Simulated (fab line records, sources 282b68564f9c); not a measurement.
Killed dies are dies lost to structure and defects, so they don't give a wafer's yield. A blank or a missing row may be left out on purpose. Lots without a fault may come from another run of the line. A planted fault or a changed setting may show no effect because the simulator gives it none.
Tool commonality check | flow rit_cmos | 12 lots, 36 wafers sampled

WHY IT WAS OPENED
At RIT_SPACER_THK_MEAS_04 the reading SPACER_NITRIDE_THK is flagged on 2 of 12 lots. Wafers without a fault read 249.3 nm, standard deviation 2.4.
Rule: a lot is flagged when every wafer of it that has a number lies more than 4 standard deviations from that mean, or none has a number. The other lots count as sound.

lot  | measured    | on            | SPACER_NITRIDE_THK (nm), wafer by wafer | flag
L647 | day 2 21:34 | film_metro-03 | 247.8 248.2 247.8                       |
L648 | day 3 07:21 | film_metro-03 | 249.2 248.6 248.3                       |
L649 | day 3 09:34 | film_metro-02 | 249.7 250.5 251.0                       |
L650 | day 3 13:47 | film_metro-04 | 252.0 250.4 251.4                       |
L651 | day 3 17:40 | film_metro-03 | 250.4 251.9 250.5                       |
L652 | day 3 22:55 | film_metro-02 | 252.3 252.1 252.1                       |
L653 | day 4 03:17 | film_metro-03 | 250.0 249.6 247.0                       |
L654 | day 4 08:22 | film_metro-04 | 250.5 251.3 250.1                       |
L655 | day 4 14:31 | film_metro-04 | 249.3 249.4 253.3                       |
L656 | day 4 19:52 | film_metro-02 | 69.4 72.7 68.9                          | FLAGGED
L660 | day 5 17:11 | film_metro-03 | 73.2 74.6 72.9                          | FLAGGED
L665 | day 6 16:12 | film_metro-02 | 248.2 247.7 246.5                       |
The numbers of the flagged lots are 72.0 nm on average: -177.4 nm against the usual, or -74 standard deviations.

WHICH TOOL RAN EACH LOT
The record holds 3 process steps before the reading, out of a route of 202 steps. In each cell: the tool, then ch and the chambers that the sampled wafers went through, then the start.
lot  | flag    | RIT_NWELL_STRIP_09                  | RIT_NLDD_SOFTBAKE_02             | RIT_SPACER_CVD_03
L647 |         | plasma_asher-03 ch 0, day 1 21:47   | litho_track-03 ch 0, day 2 16:36 | lpcvd-01 ch 1, day 2 19:38
L648 |         | plasma_asher-03 ch 0,1, day 2 06:59 | litho_track-01 ch 0, day 3 02:16 | lpcvd-02 ch 0, day 3 05:26
L649 |         | plasma_asher-03 ch 0,1, day 2 09:05 | litho_track-03 ch 0, day 3 04:45 | lpcvd-02 ch 0, day 3 07:38
L650 |         | plasma_asher-03 ch 0,1, day 2 11:46 | litho_track-03 ch 0, day 3 08:47 | lpcvd-01 ch 1, day 3 11:52
L651 |         | plasma_asher-04 ch 0,1, day 2 17:44 | litho_track-01 ch 0, day 3 12:49 | lpcvd-02 ch 0, day 3 15:44
L652 |         | plasma_asher-03 ch 0,1, day 2 21:41 | litho_track-04 ch 0, day 3 17:57 | lpcvd-01 ch 0, day 3 20:59
L653 |         | plasma_asher-02 ch 0,1, day 3 02:37 | litho_track-03 ch 0, day 3 22:00 | lpcvd-01 ch 0, day 4 01:21
L654 |         | plasma_asher-03 ch 0,1, day 3 08:13 | litho_track-03 ch 0, day 4 03:31 | lpcvd-02 ch 1, day 4 06:27
L655 |         | plasma_asher-02 ch 0,1, day 3 13:47 | litho_track-01 ch 0, day 4 09:34 | lpcvd-02 ch 1, day 4 12:36
L656 | FLAGGED | plasma_asher-03 ch 0,1, day 3 17:49 | litho_track-03 ch 0, day 4 14:56 | lpcvd-02 ch 1, day 4 17:58
L660 | FLAGGED | plasma_asher-02 ch 1, day 4 14:17   | litho_track-04 ch 0, day 5 11:46 | lpcvd-02 ch 1, day 5 15:15
L665 |         | plasma_asher-03 ch 0,1, day 5 15:34 | litho_track-04 ch 0, day 6 11:10 | lpcvd-01 ch 0, day 6 14:16
What these steps do:
- RIT_NWELL_STRIP_09: strips in O2, time 180 s.
- RIT_NLDD_SOFTBAKE_02: time 62.18 s.
- RIT_SPACER_CVD_03: deposits Si3N4 from SiH2Cl2/NH3, target thk 250 nm, time 3300 s.
- RIT_SPACER_THK_MEAS_04

FLAGGED OVER TOTAL, TOOL BY TOOL (the gauges that took the reading come last)
step                   | tool            | lots run | flagged | share of the flagged lots | sound lots run after its first flagged lot
RIT_NWELL_STRIP_09     | plasma_asher-02 | 3        | 1       | some                      | 0
RIT_NWELL_STRIP_09     | plasma_asher-03 | 8        | 1       | some                      | 1 (L665)
RIT_NWELL_STRIP_09     | plasma_asher-04 | 1        | 0       | none                      | -
RIT_NLDD_SOFTBAKE_02   | litho_track-01  | 3        | 0       | none                      | -
RIT_NLDD_SOFTBAKE_02   | litho_track-03  | 6        | 1       | some                      | 0
RIT_NLDD_SOFTBAKE_02   | litho_track-04  | 3        | 1       | some                      | 1 (L665)
RIT_SPACER_CVD_03      | lpcvd-01        | 5        | 0       | none                      | -
RIT_SPACER_CVD_03      | lpcvd-02        | 7        | 2       | all                       | 0
RIT_SPACER_THK_MEAS_04 | film_metro-02   | 4        | 1       | some                      | 1 (L665)
RIT_SPACER_THK_MEAS_04 | film_metro-03   | 5        | 1       | some                      | 0
RIT_SPACER_THK_MEAS_04 | film_metro-04   | 3        | 0       | none                      | -

WHAT THE TABLE ALLOWS
1 row of the table ran every flagged lot: lpcvd-02 at RIT_SPACER_CVD_03.
- lpcvd-02 at RIT_SPACER_CVD_03: 2 of its 7 lots flagged. Its last sound lot is L655 (day 4 12:36), its first flagged lot L656 (day 4 17:58): a fault that began between those two fits.
One tool is left: lpcvd-02 at RIT_SPACER_CVD_03.

WHAT THE SIMULATOR HAD PUT IN
Process parameter drift: lpcvd-02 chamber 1, from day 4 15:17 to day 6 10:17, at RIT_SPACER_CVD_03. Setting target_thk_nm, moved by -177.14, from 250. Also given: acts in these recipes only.
Lots struck among those shown: L656, L660. The rule above found the same.
